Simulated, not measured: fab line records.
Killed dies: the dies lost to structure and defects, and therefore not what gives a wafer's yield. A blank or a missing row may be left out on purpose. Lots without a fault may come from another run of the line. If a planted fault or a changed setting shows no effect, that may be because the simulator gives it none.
Which of the tools did it? ; flow berkeleyCmos170 ; 39 wafers from 13 lots sampled at 4 of the route's 331 steps

== WHAT EACH GAUGE READ, for each wafer ==
UCB170_SCREENOX_THK_MEAS_02. Usual: SCREENOX_OXIDE_THK typically reads 14.2 nm, with standard deviation 0.31.
lot;measured;on;SCREENOX_OXIDE_THK (nm);flag
L379;day 4 22:40;filmMetro-01;14.1 14.4 14.3;
L380;day 5 08:55;filmMetro-02;14.5 14.0 14.0;
L381;day 5 16:30;filmMetro-02;13.7 13.7 13.8;
L384;day 6 02:53;filmMetro-04;14.3 14.1 14.5;
L383;day 6 02:56;filmMetro-02;13.6 13.9 13.8;
L382;day 6 02:58;filmMetro-04;14.0 14.1 13.9;
L387;day 6 16:29;filmMetro-02;14.7 14.4 14.5;
L388;day 7 02:37;filmMetro-02;14.5 14.4 14.4;
L389;day 7 02:37;filmMetro-04;14.2 14.0 14.3;
L391;day 7 10:52;filmMetro-02;14.4 14.5 14.3;
L392;day 7 10:52;filmMetro-01;13.6 13.7 13.8;
L400;day 9 15:05;filmMetro-04;14.1 14.1 14.0;
L401;day 9 15:08;filmMetro-04;14.0 13.8 13.9;

UCB170_PVT_OVL_MEAS_06. Usual: PVT_OVL typically reads 2 nm, with standard deviation 6.8.
lot;measured;on;PVT_OVL (nm);flag
L379;day 5 10:33;overlay-02;-9 2 1;
L380;day 5 15:07;overlay-02;16 18 7;
L381;day 6 02:35;overlay-01;7 9 8;
L384;day 6 08:50;overlay-01;7 4 -2;
L383;day 6 09:24;overlay-02;-10 0 -5;
L382;day 6 09:20;overlay-01;6 5 6;
L387;day 7 00:26;overlay-02;6 5 2;
L388;day 7 10:48;overlay-01;7 11 5;
L389;day 7 10:26;overlay-01;-2 -10 -4;
L391;day 7 17:43;overlay-01;12 7 11;
L392;day 7 17:26;overlay-02;-12 13 4;
L400;day 9 23:11;overlay-01;-8 4 3;
L401;day 10 00:31;overlay-01;1 4 1;

UCB170_GATE_OVL_MEAS_13. Usual: GATE_OVL typically reads -2 nm, with standard deviation 5.7.
lot;measured;on;GATE_OVL (nm);flag
L379;day 5 21:33;overlay-02;4 -7 -7;
L380;day 6 06:50;overlay-02;-6 -12 -10;
L381;day 6 14:26;overlay-01;-10 -10 3;
L384;day 6 21:48;overlay-02;-6 -6 7;
L383;day 6 22:05;overlay-02;3 6 -2;
L382;day 6 21:32;overlay-02;2 -1 9;
L387;day 7 12:12;overlay-02;-10 0 -2;
L388;day 7 20:23;overlay-02;-6 -5 -4;
L389;day 7 20:06;overlay-01;7 -4 0;
L391;day 8 05:10;overlay-01;5 2 8;
L392;day 8 04:54;overlay-01;6 -2 5;
L400;day 10 11:23;overlay-01;-1 -7 -4;
L401;day 10 11:31;overlay-01;-5 -4 -5;

== WHICH TOOL RAN EACH LOT (tool, then ch and the chambers of the sampled wafers, then the start) ==
lot;UCB170_PVT_STRIP_08
L379;plasmaAsher-01 ch 0,1, day 5 10:46
L380;plasmaAsher-02 ch 0,1, day 5 15:19
L381;plasmaAsher-04 ch 0,1, day 6 02:46
L384;plasmaAsher-04 ch 0,1, day 6 09:02
L383;plasmaAsher-01 ch 0,1, day 6 09:35
L382;plasmaAsher-02 ch 0,1, day 6 09:31
L387;plasmaAsher-02 ch 0, day 7 00:38
L388;plasmaAsher-04 ch 0,1, day 7 10:59
L389;plasmaAsher-02 ch 0,1, day 7 10:37
L391;plasmaAsher-04 ch 0,1, day 7 17:55
L392;plasmaAsher-02 ch 0,1, day 7 17:38
L400;plasmaAsher-01 ch 0,1, day 9 23:24
L401;plasmaAsher-04 ch 0,1, day 10 00:43
- UCB170_PVT_STRIP_08: strips in O2.

== AS READ BY THE TOOLS THEMSELVES (means over the sampled wafers that have a number; for cases with no such wafer, the mark the record gives instead) ==
UCB170_PVT_STRIP_08. Usual: drypumpMotorCurrentA 6.0 A, standard deviation 0.43; o2FlowSccm 399.8 sccm, standard deviation 1.2; oesProductAu 0.735 a.u., standard deviation 0.0043; stripTimeToEndpointS 21.64 s, standard deviation 0.063.
lot;tool;drypumpMotorCurrentA (A);o2FlowSccm (sccm);oesProductAu (a.u.);stripTimeToEndpointS (s);flag
L379;plasmaAsher-01;6.1;400.4;0.738;21.67;
L380;plasmaAsher-02;5.8;400.0;0.736;21.57;
L381;plasmaAsher-04;6.1;400.8;0.733;21.67;
L384;plasmaAsher-04;6.4;399.8;0.735;21.58;
L383;plasmaAsher-01;6.1;401.0;0.735;21.71;
L382;plasmaAsher-02;5.7;400.7;0.739;21.64;
L387;plasmaAsher-02;5.7;401.8;0.733;21.64;
L388;plasmaAsher-04;6.4;399.8;0.735;21.63;
L389;plasmaAsher-02;5.7;400.8;0.738;21.67;
L391;plasmaAsher-04;6.4;400.8;0.737;21.49;
L392;plasmaAsher-02;5.7;533.0;0.748;20.99;OFF
L400;plasmaAsher-01;5.8;398.8;0.736;21.59;
L401;plasmaAsher-04;6.1;399.0;0.734;21.70;

== THE ANSWER, worked out from the rows above alone ==
Rule: a lot is off if the mean of its wafers that have a number lies more than 3 standard deviations from the usual mean. A lot without any number at a reading at which 4 lots or more have one is off too. All remaining lots with rows at the step are treated as sound. Order of review: gauges by route order, followed by the tools' own readings, for which a lot's mean as printed above is used. At the first step where some lot is off, the reading lying furthest off is the one used; lots without a number count as furthest.
Off: L392 (UCB170_PVT_STRIP_08, o2FlowSccm).
A tool fits if, at that step or a process step before it, it ran every lot that is off, and no sound lot after the first of them. One fits: plasmaAsher-02 at UCB170_PVT_STRIP_08. A fault onset in the window from L389 (day 7 10:37, its last sound lot) to L392 (day 7 17:38, its first lot off) fits.
The tool's own readings at UCB170_PVT_STRIP_08 bear it out: on the lots that are off they differ by more than 5 times the standard deviation of the sound lots' means. o2FlowSccm reads 533.0 sccm there against 400.3 sccm on the sound lots; oesProductAu reads 0.748 a.u. there against 0.736 a.u. on the sound lots; stripTimeToEndpointS reads 20.99 s there against 21.63 s on the sound lots.

== WHAT HAD BEEN PUT IN BY THE SIMULATOR ==
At UCB170_PVT_STRIP_08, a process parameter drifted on plasmaAsher-02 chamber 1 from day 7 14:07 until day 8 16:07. The setting o2FlowSccm was moved by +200, starting from 400. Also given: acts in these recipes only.
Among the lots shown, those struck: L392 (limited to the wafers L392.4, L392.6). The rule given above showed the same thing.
